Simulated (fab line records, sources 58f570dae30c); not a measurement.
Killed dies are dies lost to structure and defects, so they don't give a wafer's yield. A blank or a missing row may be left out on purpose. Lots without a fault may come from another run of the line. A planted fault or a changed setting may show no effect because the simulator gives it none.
Tool commonality check | flow berkeley_cmos170 | 14 lots, 42 wafers sampled

WHY IT WAS OPENED
At UCB170_V2_THK_MEAS_01 the reading V2_TEOS_THK is flagged on 2 of 14 lots. Wafers without a fault read 1996 nm, standard deviation 25.
Rule: a lot is flagged when every wafer of it that has a number lies more than 4 standard deviations from that mean, or none has a number. The other lots count as sound.

lot  | measured     | on            | V2_TEOS_THK (nm), wafer by wafer | flag
L428 | day 7 14:22  | film_metro-02 | 1981 1981 2003                   |
L427 | day 7 14:29  | film_metro-01 | 1960 2013 1996                   |
L426 | day 7 14:35  | film_metro-02 | 1974 2031 2010                   |
L429 | day 8 14:46  | film_metro-02 | 1996 2002 2014                   |
L430 | day 8 15:24  | film_metro-04 | 1995 2001 2040                   |
L431 | day 8 15:32  | film_metro-01 | 1976 1998 2018                   |
L435 | day 10 06:41 | film_metro-02 | 936 966 979                      | FLAGGED
L438 | day 10 07:35 | film_metro-02 | 990 990 969                      | FLAGGED
L439 | day 10 10:11 | film_metro-04 | 1996 2028 2007                   |
L443 | day 11 10:37 | film_metro-04 | 1961 1972 1952                   |
L441 | day 11 10:47 | film_metro-02 | 1962 1994 2011                   |
L449 | day 12 02:42 | film_metro-02 | 1940 1966 1990                   |
L446 | day 12 02:59 | film_metro-02 | 1982 2021 2029                   |
L445 | day 12 03:15 | film_metro-02 | 1978 1983 1998                   |
The numbers of the flagged lots are 972 nm on average: -1024 nm against the usual, or -41 standard deviations.

WHICH TOOL RAN EACH LOT
The record holds 2 process steps before the reading, out of a route of 331 steps. In each cell: the tool, then ch and the chambers that the sampled wafers went through, then the start.
lot  | flag    | UCB170_M1_ETCH_11                  | UCB170_V2_CVD_00
L428 |         | rie_diel-02 ch 0,2, day 7 01:45    | pecvd-01 ch 0,1,2, day 7 14:12
L427 |         | rie_diel-01 ch 0,3, day 7 02:14    | pecvd-04 ch 0,1,2, day 7 14:19
L426 |         | rie_diel-02 ch 0,2, day 7 02:23    | pecvd-02 ch 1,2, day 7 14:26
L429 |         | rie_diel-02 ch 0,1,3, day 8 04:19  | pecvd-02 ch 1,2, day 8 14:37
L430 |         | rie_diel-04 ch 1,2,3, day 8 04:41  | pecvd-01 ch 0,1,2, day 8 15:10
L431 |         | rie_diel-02 ch 0,3, day 8 05:16    | pecvd-02 ch 0,1,2, day 8 15:22
L435 | FLAGGED | rie_diel-01 ch 0,1,3, day 9 18:58  | pecvd-02 ch 1,2, day 10 06:32
L438 | FLAGGED | rie_diel-02 ch 0,1,2, day 9 19:42  | pecvd-02 ch 0,1, day 10 07:25
L439 |         | rie_diel-04 ch 1,2, day 9 23:15    | pecvd-04 ch 0,1, day 10 10:02
L443 |         | rie_diel-04 ch 0,1, day 10 19:38   | pecvd-01 ch 0,1,2, day 11 10:28
L441 |         | rie_diel-01 ch 0,1,3, day 10 21:55 | pecvd-04 ch 0,1,2, day 11 10:38
L449 |         | rie_diel-01 ch 1,2,3, day 11 14:01 | pecvd-01 ch 0,2, day 12 02:33
L446 |         | rie_diel-04 ch 1,2,3, day 11 13:18 | pecvd-04 ch 0,1, day 12 02:49
L445 |         | rie_diel-02 ch 0,2,3, day 11 13:20 | pecvd-01 ch 1,2, day 12 02:55
What these steps do:
- UCB170_M1_ETCH_11: etches BARC in N2/H2.
- UCB170_V2_CVD_00: deposits SiO2 from TEOS/O2, target thk 2000 nm, time 250 s.
- UCB170_V2_THK_MEAS_01

FLAGGED OVER TOTAL, TOOL BY TOOL (the gauges that took the reading come last)
step                  | tool          | lots run | flagged | share of the flagged lots | sound lots run after its first flagged lot
UCB170_M1_ETCH_11     | rie_diel-01   | 4        | 1       | some                      | 2 (L441,L449)
UCB170_M1_ETCH_11     | rie_diel-02   | 6        | 1       | some                      | 1 (L445)
UCB170_M1_ETCH_11     | rie_diel-04   | 4        | 0       | none                      | -
UCB170_V2_CVD_00      | pecvd-01      | 5        | 0       | none                      | -
UCB170_V2_CVD_00      | pecvd-02      | 5        | 2       | all                       | 0
UCB170_V2_CVD_00      | pecvd-04      | 4        | 0       | none                      | -
UCB170_V2_THK_MEAS_01 | film_metro-01 | 2        | 0       | none                      | -
UCB170_V2_THK_MEAS_01 | film_metro-02 | 9        | 2       | all                       | 4 (L441,L449,L446,L445)
UCB170_V2_THK_MEAS_01 | film_metro-04 | 3        | 0       | none                      | -

WHAT THE TABLE ALLOWS
2 rows of the table ran every flagged lot: pecvd-02 at UCB170_V2_CVD_00, film_metro-02 at UCB170_V2_THK_MEAS_01.
- pecvd-02 at UCB170_V2_CVD_00: 2 of its 5 lots flagged. Its last sound lot is L431 (day 8 15:22), its first flagged lot L435 (day 10 06:32): a fault that began between those two fits.
- film_metro-02 at UCB170_V2_THK_MEAS_01: 2 of its 9 lots flagged. Sound lots ran on it after the first flagged one (L441, L449, L446, L445), which a lasting fault on the whole tool wouldn't allow.
One tool is left: pecvd-02 at UCB170_V2_CVD_00.

WHAT THE SIMULATOR HAD PUT IN
Process parameter drift: pecvd-02, from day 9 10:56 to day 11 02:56, at UCB170_V2_CVD_00. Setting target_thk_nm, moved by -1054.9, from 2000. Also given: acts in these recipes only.
Lots struck among those shown: L435, L438. The rule above found the same.
